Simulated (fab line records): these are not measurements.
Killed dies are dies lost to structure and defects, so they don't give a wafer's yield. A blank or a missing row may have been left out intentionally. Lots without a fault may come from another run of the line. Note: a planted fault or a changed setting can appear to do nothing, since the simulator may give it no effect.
Which tool is to blame?    flow rit cmos    41 wafers from 14 lots sampled at 4 of the route's 202 steps

== WHAT THE GAUGES SHOWED, per wafer ==
RIT_FOX2_THK_MEAS_01.
lot   measured     on             FOX2_OXIDE_THK (nm)
L157  day 2 03:40  film metro-04  346 340 344
L159  day 2 11:33  film metro-03  353 349 350
L160  day 2 16:00  film metro-03  341 343 345
L161  day 2 21:34  film metro-02  344 341 338
L163  day 3 06:23  film metro-04  357 356 353
L165  day 3 16:48  film metro-02  346 346 348
L168  day 4 06:26  film metro-04  346 339 344
L172  day 5 02:53  film metro-04  346 350
L173  day 5 09:08  film metro-04  350 354 354
L174  day 5 13:27  film metro-02  348 346 348
L175  day 5 17:31  film metro-03  339 345 340
L176  day 5 22:49  film metro-02  351 342 351
L177  day 6 03:22  film metro-02  350 359 361
L178  day 6 10:07  film metro-02  358 356 356

RIT_NRETRO_OVL_MEAS_06.
lot   measured     on          NRETRO_OVL (nm)
L157  day 2 14:18  overlay-02  2.4 1.9 1.6
L159  day 2 22:59  overlay-02  0.9 2.3 3.3
L160  day 3 02:40  overlay-01  4.4 2.2 2.2
L161  day 3 07:56  overlay-01  1.2 0.7 1.1
L163  day 3 16:47  overlay-01  2.8 1.6 2.4
L165  day 4 03:43  overlay-01  -0.4 -0.5 0.3
L168  day 4 17:46  overlay-02  1.4 1.4 0.8
L172  day 5 13:49  overlay-01  5.1 2.9
L173  day 5 19:28  overlay-01  3.5 3.2 3.2
L174  day 6 00:19  overlay-02  0.3 2.1 1.4
L175  day 6 05:02  overlay-01  4.3 1.0 2.1
L176  day 6 09:20  overlay-01  2.7 3.6 2.9
L177  day 6 14:10  overlay-02  1.5 3.3 2.1
L178  day 6 20:33  overlay-02  2.2 2.0 1.4

RIT_GATE_THK_MEAS_07.
lot   measured     on             GATE_OXIDE_THK (nm)
L157  day 2 19:23  film metro-03  2.90 2.96 2.95
L159  day 3 03:12  film metro-04  3.03 3.00 3.10
L160  day 3 09:59  film metro-04  2.96 3.00 2.86
L161  day 3 12:01  film metro-02  2.92 2.99 2.92
L163  day 3 20:48  film metro-03  3.07 3.14 3.07
L165  day 4 09:19  film metro-04  2.94 2.94 3.01
L168  day 5 00:17  film metro-04  2.97 2.95 2.99
L172  day 5 17:57  film metro-03  2.98 2.87
L173  day 5 23:58  film metro-04  3.00 3.00 3.02
L174  day 6 04:41  film metro-02  3.00 2.98 3.01
L175  day 6 09:04  film metro-02  2.97 2.99 3.02
L176  day 6 13:29  film metro-03  3.00 3.02 2.96
L177  day 6 18:37  film metro-02  3.08 3.05 2.98
L178  day 7 01:02  film metro-02  2.98 2.96 3.01

== TOOL THAT RAN EACH LOT (tool first, then ch and the chambers of the sampled wafers, then the start) ==
lot   RIT_PWELL_STRIP_09
L157  plasma asher-02 ch 0,1, day 2 07:52
L159  plasma asher-04 ch 0,1, day 2 16:31
L160  plasma asher-04 ch 0,1, day 2 19:56
L161  plasma asher-02 ch 0,1, day 3 01:32
L163  plasma asher-04 ch 0,1, day 3 10:20
L165  plasma asher-02 ch 0,1, day 3 21:17
L168  plasma asher-02 ch 0,1, day 4 10:34
L172  plasma asher-02 ch 0,1, day 5 06:48
L173  plasma asher-03 ch 0,1, day 5 13:02
L174  plasma asher-04 ch 0,1, day 5 17:44
L175  plasma asher-03 ch 0,1, day 5 21:31
L176  plasma asher-03 ch 0, day 6 02:49
L177  plasma asher-03 ch 0,1, day 6 07:37
L178  plasma asher-03 ch 0,1, day 6 14:07
- RIT_PWELL_STRIP_09: strips in O2, time 180 s.

== AS READ BY THE TOOLS THEMSELVES (means over the sampled wafers that have a number; for cases with no such wafer, the mark the record gives instead) ==
RIT_PWELL_STRIP_09.
lot   tool             chamber pressure mTorr (mTorr)  drypump motor current A (A)  o2 flow sccm (sccm)
L157  plasma asher-02  3997                            5.7                          4005
L159  plasma asher-04  3999                            5.1                          3989
L160  plasma asher-04  3999                            5.2                          4006
L161  plasma asher-02  3999                            5.9                          3994
L163  plasma asher-04  4002                            5.1                          4002
L165  plasma asher-02  3998                            5.9                          4007
L168  plasma asher-02  4003                            5.9                          3465
L172  plasma asher-02  4000                            5.8                          3603
L173  plasma asher-03  4002                            5.9                          3991
L174  plasma asher-04  3999                            5.3                          4002
L175  plasma asher-03  4003                            5.8                          4010
L176  plasma asher-03  4001                            5.6                          3993
L177  plasma asher-03  4003                            5.9                          4002
L178  plasma asher-03  4000                            5.7                          4005

== THE ANSWER, worked out from the rows above alone ==
Rule: usual is defined by the lots themselves. Put in order of their means at a reading, lots are off if they are a third of the lots or fewer, leave a main group of 4 or more, and stand apart from it by a gap of 3 or more times the standard deviation of the main group's means; of several such gaps the widest counts. A main group whose means are all the same, to the digits that the tables above print for the reading, isn't used. Also off: a lot with no number at a reading for which 4 or more lots have one. The other lots that the step has rows for count as sound. The gauges are gone through in route order, then the tools' own readings, and for those a lot's mean is taken as printed above. At the first step where some lot is off, the reading lying furthest off is the one used; lots without a number count as furthest.
Off, at RIT_PWELL_STRIP_09 on o2 flow sccm: L168, L172. Mean 4000 sccm and standard deviation 6.7 in the main group.
A tool fits if, at that step or a process step before it, it ran every lot that is off, and no sound lot after the first of them. One fits: RIT_PWELL_STRIP_09 on plasma asher-02. A fault onset in the window from L165 (day 3 21:17, its last sound lot) to L168 (day 4 10:34, its first lot off) fits.
On the lots that are off, the tool's own readings at RIT_PWELL_STRIP_09 differ by more than 5 times the standard deviation of the sound lots' means, which bears it out; o2 flow sccm reads 3534 sccm there versus 4000 sccm on the sound lots.

== WHAT HAD BEEN PUT IN BY THE SIMULATOR ==
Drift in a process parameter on plasma asher-02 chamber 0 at RIT_PWELL_STRIP_09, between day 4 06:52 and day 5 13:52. Setting o2 flow sccm, moved by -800, from 4000. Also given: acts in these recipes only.
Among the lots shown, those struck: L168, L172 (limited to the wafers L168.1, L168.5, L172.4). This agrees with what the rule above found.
